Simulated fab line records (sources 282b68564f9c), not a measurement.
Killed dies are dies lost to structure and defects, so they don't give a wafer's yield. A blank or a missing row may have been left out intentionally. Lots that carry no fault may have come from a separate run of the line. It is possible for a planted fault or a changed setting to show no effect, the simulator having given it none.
fab line records | flow rit-cmos
record lots=6 | wafers=18 | last-day=7
route steps=202 shown PWELL@44 WELLDRIVE@50 NWELL@51 NRETRO@53
lots that met no fault: taken from a fault-free run of the same line
start-h: the number of hours between the record's first day and the start of the first shown wafer of the lot | wait-h: hours since the lot's step before | " identical to the entry in the row above | L1.1+2: one row covering several wafers at once | - value missing, or start not given | * or withheld: withheld | < > ~ a bound
route shown NAME@n: names a module that has steps shown in the file, with the first one's number in the route | usual: mean/standard deviation of fault-free wafers | same: alike in all rows | chamber/n: place in a boat | sites: per-site readings | _std_site: how widely they spread, as a standard deviation | _edge_site: the outer-site mean with the inner-site mean subtracted | radius-mm: for every site, how far away it sits from the centre of the wafer | mask NAME#n: copy n | behind: the tool/chamber that last shaped the wafer | hold: why the lot went on hold/how many hours it stayed there/how the hold came to an end | device: transistor that didn't switch, given as n, p or np | end of line: tests of these same wafers at the route's end | for a step that has no rows: nothing shown but its recipe | killed: dies that structure and defects cost at the first sort, which is not the same as the wafer's yield | map: the dies of a wafer, with x for killed, . for not killed, _ for no die there
set.NAME: the setting that was run; set.NAME@STEP: the one run at that earlier step | model.NAME: the simulator's own value behind a step, which no gauge read
a table for each step, a row for each wafer; lots at some steps of the route
services: the hour from which a tool's chamber was out of use, counted from the record's first day as start-h (under 0 if before that day), plus the number of hours and why
## steps
# step RIT_PWELL_DEVELOP_05
# recipe resist=NOVOLAK | develop-time-s=68 | dev-temp-c=23
# step RIT_PWELL_OVL_MEAS_06
# usual PWELL_OVL=-0.6/1.3
lot.wafer | tool       | chamber | start-h | wait-h | PWELL_OVL[nm]
L899.1    | overlay-02 | -       | 53.53   | -      | 0.4
L899.4    | "          | -       | "       | "      | 0.4
L899.5    | "          | -       | "       | "      | 1.1
L900.1    | overlay-02 | -       | 58.69   | -      | 0.5
L900.2    | "          | -       | "       | "      | -1.1
L900.4    | "          | -       | "       | "      | -0.8
L906.1    | overlay-01 | -       | 89.95   | -      | 0.3
L906.3    | "          | -       | "       | "      | 1.4
L906.5    | "          | -       | "       | "      | -0.4
L908.1    | overlay-01 | -       | 99.16   | -      | 0.3
L908.2    | "          | -       | "       | "      | 0.5
L908.6    | "          | -       | "       | "      | -1.1
L912.1    | overlay-02 | -       | 119.11  | -      | 0.6
L912.5    | "          | -       | "       | "      | 2.4
L912.6    | "          | -       | "       | "      | 2.3
L913.2    | overlay-01 | -       | 127.50  | -      | -0.5
L913.4    | "          | -       | "       | "      | -0.5
L913.6    | "          | -       | "       | "      | -2.1
# step RIT_PWELL_HARDBAKE_07
# recipe resist=NOVOLAK | temp-c=140 | time-s=120
# step RIT_PWELL_IMPLANT_08
# recipe species=B | energy-kev=170 | dose-cm2=7e+13 | tilt-deg=7
# step RIT_PWELL_STRIP_09
# recipe chemistry=O2 | time-s=180 | resist=NOVOLAK | platen-temp-c=withheld | power-w=500 | pressure-mtorr=4000 | o2-flow-sccm=4000
# usual chamber-pressure-mTorr=4000/3.7 | drypump-motor-current-A=5.8/0.47
lot.wafer | tool            | chamber | start-h | wait-h | chamber-pressure-mTorr | drypump-motor-current-A | rf-hours-counter-h
L899.1    | plasma-asher-01 | 0       | 53.97   | 0.1    | 4003                   | 5.7                     | 26
L899.4    | "               | 1       | "       | "      | 4007                   | 5.1                     | -
L899.5    | "               | 1       | "       | "      | 4003                   | 5.1                     | -
L900.1    | plasma-asher-02 | 0       | 59.12   | 0.1    | 3998                   | 5.5                     | 41
L900.2    | "               | 1       | "       | "      | 4004                   | 5.5                     | 41
L900.4    | "               | 1       | "       | "      | 4000                   | 5.5                     | -
L906.1    | plasma-asher-04 | 0       | 90.38   | 0.1    | 3992                   | 6.5                     | 45
L906.3    | "               | 1       | "       | "      | 3995                   | 6.1                     | -
L906.5    | "               | 1       | "       | "      | 4002                   | 6.1                     | -
L908.1    | plasma-asher-02 | 1       | 99.59   | 0.1    | 3997                   | 5.5                     | 45
L908.2    | "               | 0       | "       | "      | 3995                   | 5.5                     | 45
L908.6    | "               | 1       | "       | "      | 4006                   | 5.5                     | -
L912.1    | plasma-asher-02 | 0       | 119.54  | 0.1    | 3998                   | 5.5                     | 47
L912.5    | "               | 1       | "       | "      | 4006                   | 5.5                     | -
L912.6    | "               | 0       | "       | "      | 4002                   | 5.5                     | -
L913.2    | plasma-asher-04 | 1       | 127.99  | 0.1    | 3996                   | 6.1                     | 48
L913.4    | "               | 0       | "       | "      | 3996                   | 6.5                     | -
L913.6    | "               | 0       | "       | "      | 4002                   | 6.5                     | -
# step RIT_PWELL_TW_MEAS_10
# usual PWELL_TW=946/5.4
lot.wafer | tool          | chamber | start-h | wait-h | PWELL_TW
L899.1    | film-metro-03 | -       | 54.14   | 0.1    | 944
L899.4    | "             | -       | "       | "      | 940
L899.5    | "             | -       | "       | "      | 943
L900.1    | film-metro-01 | -       | 59.30   | 0.1    | 953
L900.2    | "             | -       | "       | "      | 948
L900.4    | "             | -       | "       | "      | 946
L906.1    | film-metro-04 | -       | 90.56   | 0.1    | 952
L906.3    | "             | -       | "       | "      | 960
L906.5    | "             | -       | "       | "      | 949
L908.1    | film-metro-04 | -       | 99.77   | 0.1    | 950
L908.2    | "             | -       | "       | "      | 956
L908.6    | "             | -       | "       | "      | 951
L912.1    | film-metro-01 | -       | 119.72  | 0.1    | 948
L912.5    | "             | -       | "       | "      | 948
L912.6    | "             | -       | "       | "      | 943
L913.2    | film-metro-01 | -       | 128.17  | 0.1    | 944
L913.4    | "             | -       | "       | "      | 945
L913.6    | "             | -       | "       | "      | 948
# step RIT_WELLDRIVE_ANNEAL_00
# recipe temp-c=1100 | time-s=14700 | ambient=N2
# step RIT_WELLDRIVE_RS_MEAS_01
# recipe thk-meas-gauge=four-point-probe
# usual NWELL_RS=275.5/0.69
lot.wafer | tool          | chamber | start-h | wait-h | NWELL_RS[ohm/sq]
L899.1    | film-metro-03 | -       | 60.28   | 0.0    | 274.7
L899.4    | "             | -       | "       | "      | 275.6
L899.5    | "             | -       | "       | "      | 275.3
L900.1    | film-metro-03 | -       | 65.36   | 0.0    | 275.4
L900.2    | "             | -       | "       | "      | 275.8
L900.4    | "             | -       | "       | "      | 275.7
L906.1    | film-metro-01 | -       | 96.62   | 0.0    | 275.1
L906.3    | "             | -       | "       | "      | 274.8
L906.5    | "             | -       | "       | "      | 275.0
L908.1    | film-metro-03 | -       | 106.42  | 0.0    | 275.4
L908.2    | "             | -       | "       | "      | 275.0
L908.6    | "             | -       | "       | "      | 275.2
L912.1    | film-metro-03 | -       | 125.49  | 0.0    | 276.6
L912.5    | "             | -       | "       | "      | 276.8
L912.6    | "             | -       | "       | "      | 276.2
L913.2    | film-metro-03 | -       | 133.66  | 0.0    | 276.3
L913.4    | "             | -       | "       | "      | 275.9
L913.6    | "             | -       | "       | "      | 275.2
# step RIT_WELLDRIVE_RS_MEAS_02
# recipe thk-meas-gauge=four-point-probe
# usual PWELL_RS=429.5/1.1
lot.wafer | tool          | chamber | start-h | wait-h | PWELL_RS[ohm/sq]
L899.1    | film-metro-03 | -       | 60.40   | 0.1    | 429.1
L899.4    | "             | -       | "       | "      | 428.4
L899.5    | "             | -       | "       | "      | 428.2
L900.1    | film-metro-03 | -       | 65.48   | 0.1    | 429.9
L900.2    | "             | -       | "       | "      | 429.7
L900.4    | "             | -       | "       | "      | 428.5
L906.1    | film-metro-01 | -       | 96.74   | 0.1    | 430.4
L906.3    | "             | -       | "       | "      | 428.9
L906.5    | "             | -       | "       | "      | 429.5
L908.1    | film-metro-03 | -       | 106.54  | 0.1    | 428.4
L908.2    | "             | -       | "       | "      | 429.7
L908.6    | "             | -       | "       | "      | 428.1
L912.1    | film-metro-03 | -       | 125.61  | 0.1    | 428.2
L912.5    | "             | -       | "       | "      | 429.0
L912.6    | "             | -       | "       | "      | 429.1
L913.2    | film-metro-03 | -       | 133.78  | 0.1    | 427.6
L913.4    | "             | -       | "       | "      | 428.5
L913.6    | "             | -       | "       | "      | 426.9
# step RIT_NRETRO_HMDS_00
# recipe prime-time-s=60 | prime-temp-c=140
# step RIT_NRETRO_COAT_01
# recipe resist=NOVOLAK | spin-rpm=2000 | resist-thk-nm=1300
# step RIT_NRETRO_SOFTBAKE_02
# recipe resist=NOVOLAK | temp-c=90 | time-s=60
# step RIT_NRETRO_EXPOSE_03
# recipe mask-id=M4 | na=0.57 | target-cd-nm=43900 | dose-mj=250
# usual exposure-dose-mJ-cm2=250.00/0.24 | focus-offset-nm=0.0/0.52
lot.wafer | tool             | chamber | start-h | wait-h | mask | exposure-dose-mJ-cm2 | focus-offset-nm
L899.1    | iline-stepper-01 | -       | 61.09   | 0.2    | M4#0 | -                    | -
L899.4    | "                | -       | "       | "      | M4#0 | -                    | -
L899.5    | "                | -       | "       | "      | M4#0 | -                    | -
L900.1    | iline-stepper-01 | -       | 66.05   | 0.1    | M4#0 | -                    | -
L900.2    | "                | -       | "       | "      | M4#0 | -                    | -
L900.4    | "                | -       | "       | "      | M4#0 | -                    | -
L906.1    | iline-stepper-02 | 0       | 97.43   | 0.2    | M4#0 | 250.58               | 0.1
L906.3    | "                | 0       | "       | "      | M4#0 | 250.10               | 0.8
L906.5    | "                | 0       | "       | "      | M4#0 | 249.94               | -0.3
L908.1    | iline-stepper-02 | 0       | 107.11  | 0.1    | M4#0 | 249.71               | 0.2
L908.2    | "                | 0       | "       | "      | M4#0 | 250.29               | 0.4
L908.6    | "                | 0       | "       | "      | M4#0 | 249.78               | 0.0
L912.1    | iline-stepper-01 | 0       | 126.31  | 0.2    | M4#0 | 249.85               | 1.2
L912.5    | "                | 0       | "       | "      | M4#0 | 249.81               | 0.6
L912.6    | "                | 0       | "       | "      | M4#0 | 250.02               | 1.2
L913.2    | iline-stepper-02 | 0       | 134.60  | 0.3    | M4#0 | 250.11               | -1.1
L913.4    | "                | 0       | "       | "      | M4#0 | 249.85               | -0.1
L913.6    | "                | 0       | "       | "      | M4#0 | 250.34               | 0.7
# step RIT_NRETRO_PEB_04
# recipe resist=NOVOLAK | temp-c=withheld | time-s=withheld
## services
tool             | chamber | start-h | hours | kind
iline-stepper-01 | -       | 33.67   | 3.2   | repair
iline-stepper-01 | -       | 107.45  | 1.7   | pm
## key
first-sign step=RIT_NRETRO_EXPOSE_03 | reading=tool-record | direction=missing
effect none on later readings
met-at RIT_NRETRO_EXPOSE_03
struck-wafers L899.1,L899.4,L899.5,L900.1,L900.2,L900.4
sort-left-out L899.1,L899.4,L899.5,L900.1,L900.2,L900.4
tester-left-out L899,L900
fault kind=skipped-step-whole | tool=iline-stepper-01 | chamber=- | onset-h=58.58 | steps=RIT_NRETRO_EXPOSE_03 | scope=struck-lots-only
# tester-left-out: of these lots the tester's yield and bins aren't shown, on N5 and GAA mostly nor the transistor test; their killed dies are dies lost to structure and defects alone, not to doping, threshold or leakage, so they don't give the yield
# sort-left-out: the simulated sort isn't trusted on such a fault, so these wafers' sort isn't shown, and their yield isn't known
